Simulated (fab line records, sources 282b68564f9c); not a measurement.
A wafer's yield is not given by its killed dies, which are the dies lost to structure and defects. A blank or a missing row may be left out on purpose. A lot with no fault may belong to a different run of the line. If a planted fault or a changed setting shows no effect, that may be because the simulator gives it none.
2 desks, one fault + flow ritCmos + numbers are kept per desk, each desk with only its own; the story behind them comes last

TOOL OWNER'S DESK, rieSi-01
The tool's own readings at RIT_GATE_ETCH_19 (etches poly-Si in SF6/CHF3/O2, stops on SiO2, time 165 s, target depth 312.5 nm): means of the sampled wafers that have a number, for each lot that ran on this tool. The brackets show how far a lot's mean lies from the usual mean; more than 4 standard deviations puts the lot out of limits, marked OUT.
Columns: A = O2_flow_sccm at RIT_GATE_ETCH_19, usual 4.999 sccm; B = drypumpMotorCurrentA at RIT_GATE_ETCH_19, usual 5.91 A; C = oesProductAu at RIT_GATE_ETCH_19, usual 0.847 a.u.; D = throttleValvePct at RIT_GATE_ETCH_19, usual 10.24 %
| lot  | first seen here | A     | B    | C     | D     |
|------|-----------------|-------|------|-------|-------|
| L425 | day 2 19:53     | 5.010 | 5.84 | 0.858 | 10.25 |
| L429 | day 3 19:19     | 4.991 | 6.04 | 0.850 | 10.15 |
| L433 | day 4 11:43     | 4.984 | 6.04 | 0.862 | 10.28 |
| L435 | day 4 19:29     | 5.000 | 5.87 | 0.858 | 10.16 |
| L445 | day 7 05:57     | 4.984 | 6.01 | 0.854 | 10.37 |
| L446 | day 7 15:27     | 5.000 | 6.03 | 0.855 | 10.23 |
This desk found nothing out of limits on any of the 6 lots.

THE METROLOGY DESK
What the gauges read for every lot (on any tool): the sampled wafers with a number, averaged. The brackets show how far a lot's mean lies from the usual mean; more than 4 standard deviations puts the lot out of limits, marked OUT.
Columns: A = FIELD_OXIDE_LEFT_1_THK at RIT_FOX2_THK_MEAS_90, usual 325 nm; B = GATE_OVL at RIT_GATE_OVL_MEAS_17, usual 0.4 nm
| lot  | first seen here | A   | B    |
|------|-----------------|-----|------|
| L425 | day 1 23:41     | 329 | 1.3  |
| L426 | day 2 05:31     | 321 | 0.1  |
| L429 | day 2 20:49     | 329 | 1.2  |
| L433 | day 3 15:23     | 326 | 3.1  |
| L435 | day 3 23:19     | 338 | 0.4  |
| L438 | day 4 12:46     | 318 | 1.2  |
| L440 | day 5 01:58     | 323 | 0.2  |
| L442 | day 5 10:49     | 321 | -0.2 |
| L444 | day 6 10:19     | 323 | 0.2  |
| L445 | day 6 10:21     | 321 | 1.6  |
| L446 | day 6 15:02     | 329 | 0.9  |
| L447 | day 6 15:02     | 326 | 0.1  |
| L448 | day 7 00:03     | 317 | 0.3  |
This desk found nothing out of limits on any of the 13 lots.

PUT TOGETHER
Nothing out of limits was seen by the tool owner's desk.
Nothing out of limits was seen by the metrology desk.

WHAT THE SIMULATOR HAD PUT IN
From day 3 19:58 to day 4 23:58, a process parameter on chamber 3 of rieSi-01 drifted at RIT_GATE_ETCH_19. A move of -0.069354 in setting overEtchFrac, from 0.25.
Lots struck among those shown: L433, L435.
